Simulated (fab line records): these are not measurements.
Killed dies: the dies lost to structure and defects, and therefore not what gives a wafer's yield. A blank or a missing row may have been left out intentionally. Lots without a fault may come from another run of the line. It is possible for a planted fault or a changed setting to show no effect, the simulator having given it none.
What tool caused it? + flow rit_cmos + 13 lots, 39 wafers sampled, at 4 steps of a route of 202

WHAT THE GAUGES READ, wafer by wafer
RIT_M1_BOW_MEAS_16.
| lot  | measured    | on            | M1_BOW (um) |
|------|-------------|---------------|-------------|
| L522 | day 3 14:45 | film_metro-04 | 21 15 15    |
| L527 | day 4 12:24 | film_metro-02 | 15 14 12    |
| L528 | day 4 17:38 | film_metro-01 | 17 18 30    |
| L533 | day 5 19:28 | film_metro-04 | 14 19 28    |
| L534 | day 5 23:31 | film_metro-02 | 8 12 17     |
| L535 | day 6 03:33 | film_metro-02 | 25 20 19    |
| L537 | day 6 14:49 | film_metro-04 | 22 26 25    |
| L538 | day 6 18:29 | film_metro-02 | 23 2 16     |
| L540 | day 7 04:31 | film_metro-02 | 15 22 27    |
| L541 | day 7 09:34 | film_metro-01 | 21 13 22    |
| L543 | day 7 18:16 | film_metro-04 | 15 19 21    |
| L544 | day 7 23:44 | film_metro-02 | 28 7 2      |
| L545 | day 8 04:34 | film_metro-02 | 27 10 24    |

TOOL THAT RAN EACH LOT (tool first, then ch and the chambers of the sampled wafers, then the start)
| lot  | RIT_SILICIDE_SPUTTER_01     | RIT_SILICIDE_RTA_06             | RIT_CONTACT_CVD_00             |
|------|-----------------------------|---------------------------------|--------------------------------|
| L522 | pvd_sputter-01, day 3 07:08 | rtp_anneal-02 ch 0, day 3 07:36 | pecvd-03 ch 0,1,2, day 3 07:39 |
| L527 | pvd_sputter-01, day 4 05:13 | rtp_anneal-01 ch 0, day 4 05:39 | pecvd-04 ch 0,1, day 4 05:43   |
| L528 | pvd_sputter-03, day 4 10:29 | rtp_anneal-02 ch 0, day 4 10:56 | pecvd-03 ch 0,1,2, day 4 11:00 |
| L533 | pvd_sputter-01, day 5 11:52 | rtp_anneal-01 ch 0, day 5 12:18 | pecvd-04 ch 0,1, day 5 12:22   |
| L534 | pvd_sputter-03, day 5 15:35 | rtp_anneal-02 ch 0, day 5 16:02 | pecvd-03 ch 1,2, day 5 16:05   |
| L535 | pvd_sputter-01, day 5 20:12 | rtp_anneal-01 ch 0, day 5 20:42 | pecvd-02 ch 0,2, day 5 20:46   |
| L537 | pvd_sputter-01, day 6 07:46 | rtp_anneal-01 ch 0, day 6 08:16 | pecvd-03 ch 1,2, day 6 08:20   |
| L538 | pvd_sputter-03, day 6 11:34 | rtp_anneal-02 ch 0, day 6 12:03 | pecvd-02 ch 0,2, day 6 12:08   |
| L540 | pvd_sputter-03, day 6 20:17 | rtp_anneal-02 ch 0, day 6 20:43 | pecvd-03 ch 0,1,2, day 6 20:51 |
| L541 | pvd_sputter-01, day 7 01:23 | rtp_anneal-01 ch 0, day 7 01:54 | pecvd-02 ch 1,2, day 7 01:58   |
| L543 | pvd_sputter-01, day 7 11:38 | rtp_anneal-01 ch 0, day 7 12:04 | pecvd-03 ch 0,1,2, day 7 12:08 |
| L544 | pvd_sputter-03, day 7 16:55 | rtp_anneal-02 ch 0, day 7 17:22 | pecvd-02 ch 0,1, day 7 17:29   |
| L545 | pvd_sputter-01, day 7 21:27 | rtp_anneal-01 ch 0, day 7 21:57 | pecvd-04 ch 0,1,2, day 7 22:01 |
- RIT_SILICIDE_SPUTTER_01: material Ti, target thk 30 nm, time 240 s.
- RIT_SILICIDE_RTA_06: time 10 s, ramp up 5 s, ramp down 10 s.
- RIT_CONTACT_CVD_00: deposits SiO2 from TEOS, target thk 400 nm, time 61 s.

WHAT THE TOOLS THEMSELVES READ (means of the sampled wafers that have a number; where no wafer has one, the mark that the record gives instead)
RIT_SILICIDE_SPUTTER_01.
| lot  | tool           | throttle_valve_pct (%) |
|------|----------------|------------------------|
| L522 | pvd_sputter-01 | 30.5                   |
| L527 | pvd_sputter-01 | 31.6                   |
| L528 | pvd_sputter-03 | 29.5                   |
| L533 | pvd_sputter-01 | 31.2                   |
| L534 | pvd_sputter-03 | 29.5                   |
| L535 | pvd_sputter-01 | 31.0                   |
| L537 | pvd_sputter-01 | 30.9                   |
| L538 | pvd_sputter-03 | 29.6                   |
| L540 | pvd_sputter-03 | 29.6                   |
| L541 | pvd_sputter-01 | 30.5                   |
| L543 | pvd_sputter-01 | 30.1                   |
| L544 | pvd_sputter-03 | 29.7                   |
| L545 | pvd_sputter-01 | 30.1                   |

RIT_SILICIDE_RTA_06.
| lot  | tool          | wafer_temp_C_max |
|------|---------------|------------------|
| L522 | rtp_anneal-02 | 754.7            |
| L527 | rtp_anneal-01 | 754.2            |
| L528 | rtp_anneal-02 | 755.5            |
| L533 | rtp_anneal-01 | 754.7            |
| L534 | rtp_anneal-02 | 755.2            |
| L535 | rtp_anneal-01 | 754.3            |
| L537 | rtp_anneal-01 | 755.2            |
| L538 | rtp_anneal-02 | 755.3            |
| L540 | rtp_anneal-02 | 755.7            |
| L541 | rtp_anneal-01 | 754.3            |
| L543 | rtp_anneal-01 | 754.0            |
| L544 | rtp_anneal-02 | 755.7            |
| L545 | rtp_anneal-01 | 754.8            |

RIT_CONTACT_CVD_00.
| lot  | tool     | heater_power_w (W) | rf_fwd_power_W (W) |
|------|----------|--------------------|--------------------|
| L522 | pecvd-03 | 332                | 397.4              |
| L527 | pecvd-04 | 298                | 398.2              |
| L528 | pecvd-03 | 314                | 396.9              |
| L533 | pecvd-04 | 353                | 396.6              |
| L534 | pecvd-03 | 295                | 396.8              |
| L535 | pecvd-02 | 285                | 397.1              |
| L537 | pecvd-03 | 269                | 396.0              |
| L538 | pecvd-02 | 299                | 396.9              |
| L540 | pecvd-03 | 316                | 398.0              |
| L541 | pecvd-02 | 279                | 396.2              |
| L543 | pecvd-03 | 288                | 397.3              |
| L544 | pecvd-02 | 324                | 397.4              |
| L545 | pecvd-04 | 303                | 396.0              |

THE ANSWER, worked out from the rows above alone
Rule: the usual values come from the lots themselves. Put in order of their means at a reading, lots are off if they are a third of the lots or fewer, leave a main group of 4 or more, and stand apart from it by a gap of 3 or more times the standard deviation of the main group's means; of several such gaps the widest counts. Not used: any main group whose means are identical at the precision the tables above print for the reading. Also off: a lot with no number at a reading for which 4 or more lots have one. The other lots that the step has rows for count as sound. The gauges are gone through in route order, then the tools' own readings, and for those a lot's mean is taken as printed above. At the first step where some lot is off, the reading lying furthest off is the one used; lots without a number count as furthest.
Nothing can be told from this: no lot is off at any reading shown.

WHAT THE SIMULATOR PUT IN
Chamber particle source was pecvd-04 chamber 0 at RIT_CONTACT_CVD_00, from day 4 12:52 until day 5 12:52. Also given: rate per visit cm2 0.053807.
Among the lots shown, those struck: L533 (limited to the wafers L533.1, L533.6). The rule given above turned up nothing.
